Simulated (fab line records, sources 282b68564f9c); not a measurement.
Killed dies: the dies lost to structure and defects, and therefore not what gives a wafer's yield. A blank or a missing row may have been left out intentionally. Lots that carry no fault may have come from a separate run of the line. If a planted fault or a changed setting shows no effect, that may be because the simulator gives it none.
What tool caused it? ; flow rit_cmos ; Sampling: 13 lots, 39 wafers, 3 of 202 route steps

== WHAT THE GAUGES SHOWED, per wafer ==
RIT_SILICIDE_RS_MEAS_02: measures by four-point-probe.
lot;measured;on;SILICIDE_TI_RS (ohm/sq)
L352;day 3 05:02;film_metro-01;50.0 49.7 50.1
L353;day 3 13:19;film_metro-02;50.1 48.9 48.9
L354;day 3 18:36;film_metro-02;49.4 49.5 49.4
L355;day 4 01:12;film_metro-01;51.0 50.9 50.4
L356;day 4 05:22;film_metro-04;49.2 49.4 50.1
L357;day 4 10:33;film_metro-02;49.7 49.4 49.8
L359;day 4 19:07;film_metro-01;49.1 50.3 50.2
L360;day 5 03:17;film_metro-01;58.5 49.3 58.6
L361;day 5 05:05;film_metro-04;49.3 49.3 50.0
L366;day 6 07:04;film_metro-01;49.2 49.2 49.6
L368;day 6 12:39;film_metro-01;49.5 50.4 49.9
L370;day 7 00:49;film_metro-02;49.2 50.0 49.5
L374;day 7 20:44;film_metro-01;50.4 49.8 49.6

RIT_SILICIDE_THK_MEAS_03: measures by xrf.
lot;measured;on;SILICIDE_TI_THK (nm)
L352;day 3 05:10;film_metro-01;28.7 28.8 28.6
L353;day 3 13:25;film_metro-02;28.6 29.1 29.1
L354;day 3 18:43;film_metro-02;28.7 28.8 28.8
L355;day 4 01:19;film_metro-01;28.2 28.3 28.5
L356;day 4 05:29;film_metro-04;28.7 28.7 28.4
L357;day 4 10:40;film_metro-02;28.5 28.8 28.5
L359;day 4 19:13;film_metro-01;29.0 28.6 28.6
L360;day 5 03:25;film_metro-01;25.4 28.9 25.2
L361;day 5 05:12;film_metro-04;28.9 29.0 28.5
L366;day 6 07:11;film_metro-01;29.3 29.1 29.0
L368;day 6 12:46;film_metro-01;28.9 28.6 28.8
L370;day 7 00:56;film_metro-02;29.0 28.4 28.7
L374;day 7 20:52;film_metro-01;28.7 28.9 29.0

== EACH LOT AND THE TOOL THAT RAN IT (in order: tool; ch and the chambers of the sampled wafers; start) ==
lot;RIT_SILICIDE_SPUTTER_01
L352;pvd_sputter-03, day 3 04:53
L353;pvd_sputter-04, day 3 13:08
L354;pvd_sputter-03, day 3 18:26
L355;pvd_sputter-04, day 4 01:03
L356;pvd_sputter-03, day 4 05:12
L357;pvd_sputter-04, day 4 10:24
L359;pvd_sputter-04, day 4 18:56
L360;pvd_sputter-03, day 5 03:08
L361;pvd_sputter-02, day 5 04:55
L366;pvd_sputter-02, day 6 06:54
L368;pvd_sputter-04, day 6 12:30
L370;pvd_sputter-02, day 7 00:40
L374;pvd_sputter-02, day 7 20:35
- RIT_SILICIDE_SPUTTER_01: material Ti, target thk 30 nm, time 240 s.

== AS READ BY THE TOOLS THEMSELVES (means over the sampled wafers that have a number; for cases with no such wafer, the mark the record gives instead) ==
RIT_SILICIDE_SPUTTER_01.
lot;tool;throttle_valve_pct (%)
L352;pvd_sputter-03;29.6
L353;pvd_sputter-04;30.8
L354;pvd_sputter-03;29.3
L355;pvd_sputter-04;29.9
L356;pvd_sputter-03;29.8
L357;pvd_sputter-04;31.6
L359;pvd_sputter-04;32.5
L360;pvd_sputter-03;29.5
L361;pvd_sputter-02;29.5
L366;pvd_sputter-02;29.7
L368;pvd_sputter-04;30.9
L370;pvd_sputter-02;29.5
L374;pvd_sputter-02;29.7

== THE ANSWER, worked out from the rows above alone ==
Rule: what is usual is taken from the lots themselves. Put in order of their means at a reading, lots are off if they are a third of the lots or fewer, leave a main group of 4 or more, and stand apart from it by a gap of 3 or more times the standard deviation of the main group's means; of several such gaps the widest counts. Not used: any main group whose means are identical at the precision the tables above print for the reading. A lot without any number at a reading at which 4 lots or more have one is off too. All remaining lots with rows at the step are treated as sound. Order of review: gauges by route order, followed by the tools' own readings, for which a lot's mean as printed above is used. At the first step where some lot is off, the reading lying furthest off is the one used; lots without a number count as furthest.
Off: at RIT_SILICIDE_RS_MEAS_02 (SILICIDE_TI_RS), L360. The main group: mean 49.7 ohm/sq, standard deviation 0.38.
If a tool, at a process step before that reading, ran all the lots that are off and no sound lot after the first of them, it fits. Those tools and the gauges at RIT_SILICIDE_RS_MEAS_02 are tried in the same way. One fits: RIT_SILICIDE_SPUTTER_01 on pvd_sputter-03. A fault onset in the window from L356 (day 4 05:12, its last sound lot) to L360 (day 5 03:08, its first lot off) fits.

== WHAT THE SIMULATOR PUT IN ==
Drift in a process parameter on pvd_sputter-03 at RIT_SILICIDE_SPUTTER_01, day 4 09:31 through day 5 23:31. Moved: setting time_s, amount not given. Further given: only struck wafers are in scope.
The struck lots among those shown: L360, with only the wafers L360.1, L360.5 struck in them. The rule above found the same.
